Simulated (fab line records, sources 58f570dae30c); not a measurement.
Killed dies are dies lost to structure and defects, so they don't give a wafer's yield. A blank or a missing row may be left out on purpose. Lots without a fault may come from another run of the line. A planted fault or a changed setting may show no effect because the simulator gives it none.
Split-lot experiment | flow berkeley_cmos170 | 5 lots, 23 wafers read, on a route of 331 steps

THE SPLIT
At UCB170_FIELD_OXIDATION_01 (target thk 558.3 nm, ox time 7200 s), the setting temp_c was moved away from the recipe's 1000 C on 15 of the 23 wafers read, by -2.1% to +1.3%. The other wafers ran this setting at the recipe's value.

FROM THE SPLIT TO THE READING: what the file shows between them, 15 steps
- UCB170_FIELD_THK_MEAS_02
- UCB170_FIELD_ANNEAL_03: time 1200 s
- UCB170_FIELD_WET_ETCH_04: etches SiO2 in dHF, time 60 s
- UCB170_FIELD_WET_ETCH_05: etches Si3N4 in H3PO4, time 12600 s
- UCB170_FIELD_WET_ETCH_06: etches SiO2 in BOE, time 22 s
- UCB170_FIELD_THK_MEAS_90
- UCB170_NVT_COAT_01: resist thk 900 nm (also split here: spin_rpm)
- UCB170_NVT_SOFTBAKE_02: time 60 s
- UCB170_NVT_EXPOSE_03: exposes mask PWELL, target cd 3000 nm
- UCB170_NVT_IMPLANT_07
- UCB170_NVT_STRIP_08: strips in O2
- UCB170_PVT_SOFTBAKE_02: time 60 s (also split here: time_s)
- UCB170_PVT_EXPOSE_03: exposes mask NWELL, target cd 3000 nm
- UCB170_PVT_PEB_04
- UCB170_GATE_WET_ETCH_00: etches SiO2 in dHF, time 200 s

THE READING
FIELD_OXIDE_LEFT_2_THK, in nm, at UCB170_FIELD_THK_MEAS_91. Fault-free wafers of this fab line usually give 360 nm, standard deviation 9.7 nm.

wafer  | tool, chamber at the split | temp_c as run, C | against the recipe | FIELD_OXIDE_LEFT_2_THK, nm | against lot-mates on the recipe
L076.1 | -, -                       | 1013             | +1.3%              | 417                        | no lot-mate on the recipe
L076.2 | -, -                       | 1013             | +1.3%              | 416                        | no lot-mate on the recipe
L076.3 | -, -                       | 1013             | +1.3%              | 413                        | no lot-mate on the recipe
L076.5 | -, -                       | 1013             | +1.3%              | 420                        | no lot-mate on the recipe
L076.6 | -, -                       | 1013             | +1.3%              | 429                        | no lot-mate on the recipe
L077.1 | -, -                       | 1011             | +1.1%              | 409                        | no lot-mate on the recipe
L077.3 | -, -                       | 1011             | +1.1%              | 407                        | no lot-mate on the recipe
L077.4 | -, -                       | 1011             | +1.1%              | 394                        | no lot-mate on the recipe
L077.5 | -, -                       | 1011             | +1.1%              | 408                        | no lot-mate on the recipe
L077.6 | -, -                       | 1011             | +1.1%              | 414                        | no lot-mate on the recipe
L075.1 | furnace-02, 0              | 1000             | recipe             | 381                        | -
L075.4 | furnace-02, 0              | 1000             | recipe             | 379                        | -
L075.6 | furnace-02, 0              | 1000             | recipe             | 375                        | -
L083.1 | -, -                       | 1000             | recipe             | 359                        | -
L083.2 | -, -                       | 1000             | recipe             | 352                        | -
L083.3 | -, -                       | 1000             | recipe             | 344                        | -
L083.4 | -, -                       | 1000             | recipe             | 350                        | -
L083.5 | -, -                       | 1000             | recipe             | 351                        | -
L084.1 | -, -                       | 979              | -2.1%              | 280                        | no lot-mate on the recipe
L084.2 | -, -                       | 979              | -2.1%              | 285                        | no lot-mate on the recipe
L084.3 | -, -                       | 979              | -2.1%              | 280                        | no lot-mate on the recipe
L084.4 | -, -                       | 979              | -2.1%              | 278                        | no lot-mate on the recipe
L084.6 | -, -                       | 979              | -2.1%              | 278                        | no lot-mate on the recipe

THE FIT
A straight line over all 23 wafers: FIELD_OXIDE_LEFT_2_THK changes by +40.3 nm for each +1% of temp_c; r = +0.98; the points scatter about the line by 9.8 nm.
Too few moved wafers have a lot-mate on the recipe to fit a line with each lot's own level taken away.

THE WHOLE CHAIN: every reading that the file lists as answering this split, in the file's order
step                      | what it does                        | reading                                                                            | change (the file's fit)              | r (the file's)
UCB170_FIELD_OXIDATION_01 | target thk 558.3 nm, ox time 7200 s | SiO2_of_FIELD_OXIDATION_01.thk_nm (the simulator's own value, which no gauge read) | +40.5 nm for each +1% of the setting | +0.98
UCB170_FIELD_THK_MEAS_02  |                                     | FIELD_OXIDE_THK                                                                    | +40.5 for each +1% of the setting    | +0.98
UCB170_FIELD_WET_ETCH_05  | etches Si3N4 in H3PO4, time 12600 s | SiO2_of_FIELD_OXIDATION_01.thk_nm (the simulator's own value, which no gauge read) | +40.8 nm for each +1% of the setting | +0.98
UCB170_FIELD_THK_MEAS_90  |                                     | FIELD_OXIDE_LEFT_1_THK                                                             | +40.6 for each +1% of the setting    | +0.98
UCB170_FIELD_THK_MEAS_91  |                                     | FIELD_OXIDE_LEFT_2_THK                                                             | +40.2 for each +1% of the setting    | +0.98

THE FILE'S OWN FIT
FIELD_OXIDE_LEFT_2_THK changes by +40.2 nm for each +1% of temp_c, r = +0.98.
